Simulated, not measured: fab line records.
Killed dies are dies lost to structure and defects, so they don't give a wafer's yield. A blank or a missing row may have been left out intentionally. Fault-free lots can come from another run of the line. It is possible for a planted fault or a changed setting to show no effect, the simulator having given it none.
What tool caused it? ; flow berkeleyCmos170 ; 45 wafers from 15 lots sampled at 3 of the route's 331 steps

== WHAT EACH GAUGE READ, for each wafer ==
UCB170_PWELL_OVL_MEAS_13.
lot;measured;on;PWELL_OVL (nm)
L570;day 3 11:55;overlay-01;-6 6 2
L571;day 3 11:43;overlay-01;-1 -4 3
L572;day 3 19:05;overlay-01;3 8 12
L574;day 4 15:23;overlay-02;8 -8 8
L576;day 4 15:06;overlay-02;8 -6 -3
L578;day 5 01:52;overlay-01;0 -5 -9
L580;day 5 15:34;overlay-01;12 1 3
L583;day 6 07:50;overlay-02;5 6 3
L584;day 6 07:31;overlay-01;-6 -10 0
L586;day 6 20:09;overlay-02;3 -1 2
L587;day 6 19:54;overlay-01;2 6 2
L589;day 7 06:40;overlay-01;1 1 9
L590;day 7 19:28;overlay-01;2 -2 3
L591;day 7 19:29;overlay-02;-3 1 1
L592;day 8 03:32;overlay-01;-7 -8 2

UCB170_ACTIVE_THK_MEAS_03.
lot;measured;on;ACTIVE_OXIDE_THK (nm)
L570;day 4 17:02;filmMetro-02;27.0 27.0 26.5
L571;day 4 12:57;filmMetro-03;27.1 26.7 26.7
L572;day 4 16:58;filmMetro-02;26.8 26.5 26.9
L574;day 5 13:43;filmMetro-02;26.1 26.2 26.2
L576;day 5 13:42;filmMetro-03;26.2 26.1 26.5
L578;day 5 23:53;filmMetro-01;26.6 26.1 26.1
L580;day 6 14:21;filmMetro-02;25.9 26.1 26.3
L583;day 7 09:41;filmMetro-01;26.9 26.4 25.7
L584;day 7 09:44;filmMetro-01;26.9 26.9 26.8
L586;day 7 21:59;filmMetro-02;26.7 27.0 26.8
L587;day 7 21:59;filmMetro-03;26.6 26.2 25.8
L589;day 8 05:37;filmMetro-01;26.4 26.1 25.8
L590;day 8 19:11;filmMetro-03;26.0 26.3 25.9
L591;day 8 19:12;filmMetro-01;25.8 26.2 26.0
L592;day 9 07:11;filmMetro-01;26.0 26.9 26.4

== WHAT TOOL EACH LOT RAN ON (gives the tool, then ch and the chambers of the sampled wafers, and finally the start) ==
lot;UCB170_ZERO_ETCH_06
L570;rieDiel-01 ch 1,3, day 2 02:17
L571;rieDiel-02 ch 0,3, day 2 08:59
L572;rieDiel-01 ch 2,3, day 2 12:48
L574;rieDiel-01 ch 0,1,2, day 2 23:03
L576;rieDiel-01 ch 1,2,3, day 3 08:50
L578;rieDiel-01 ch 1,2,3, day 3 20:06
L580;rieDiel-01 ch 1,2,3, day 4 03:59
L583;rieDiel-03 ch 0,1,2, day 4 18:10
L584;rieDiel-01 ch 0,1,3, day 4 22:29
L586;rieDiel-02 ch 0,2,3, day 5 11:11
L587;rieDiel-01 ch 0,1,2, day 5 11:28
L589;rieDiel-01 ch 0,1,3, day 6 00:49
L590;rieDiel-02 ch 2,3, day 6 06:59
L591;rieDiel-03 ch 0,1,2, day 6 09:52
L592;rieDiel-01 ch 1,2, day 6 17:04
- UCB170_ZERO_ETCH_06: etches SiO2 in CHF3/CF4/Ar, time 12 s.

== WHAT THE TOOLS THEMSELVES READ (means of the sampled wafers that have a number; where no wafer has one, the mark that the record gives instead) ==
UCB170_ZERO_ETCH_06.
lot;tool;drypumpMotorCurrentA (A);oesProductAu (a.u.);throttleValvePct (%)
L570;rieDiel-01;5.5;0.606;9.40
L571;rieDiel-02;6.2;0.616;9.27
L572;rieDiel-01;5.9;0.606;9.46
L574;rieDiel-01;5.3;0.612;9.36
L576;rieDiel-01;5.6;0.609;9.37
L578;rieDiel-01;5.6;0.610;9.36
L580;rieDiel-01;5.6;0.610;9.38
L583;rieDiel-03;5.9;0.618;9.22
L584;rieDiel-01;5.3;0.615;9.41
L586;rieDiel-02;5.9;0.616;9.32
L587;rieDiel-01;5.3;0.614;9.37
L589;rieDiel-01;5.3;0.611;9.41
L590;rieDiel-02;5.7;0.612;9.40
L591;rieDiel-03;5.9;0.615;9.23
L592;rieDiel-01;5.6;0.608;9.34

== THE ANSWER, worked out from the rows above alone ==
Rule: what is usual is taken from the lots themselves. Put in order of their means at a reading, lots are off if they are a third of the lots or fewer, leave a main group of 4 or more, and stand apart from it by a gap of 3 or more times the standard deviation of the main group's means; of several such gaps the widest counts. Not used: any main group whose means are identical at the precision the tables above print for the reading. Also off: a lot with no number at a reading for which 4 or more lots have one. All remaining lots with rows at the step are treated as sound. First the gauges in route order, then the tools' own readings, where a lot's mean is used as printed above. The first step at which some lot is off is used, and at that step the reading that is off furthest; a lot without a number counts as furthest.
Nothing can be told from this: no lot is off at any reading shown.

== WHAT THE SIMULATOR HAD INSERTED ==
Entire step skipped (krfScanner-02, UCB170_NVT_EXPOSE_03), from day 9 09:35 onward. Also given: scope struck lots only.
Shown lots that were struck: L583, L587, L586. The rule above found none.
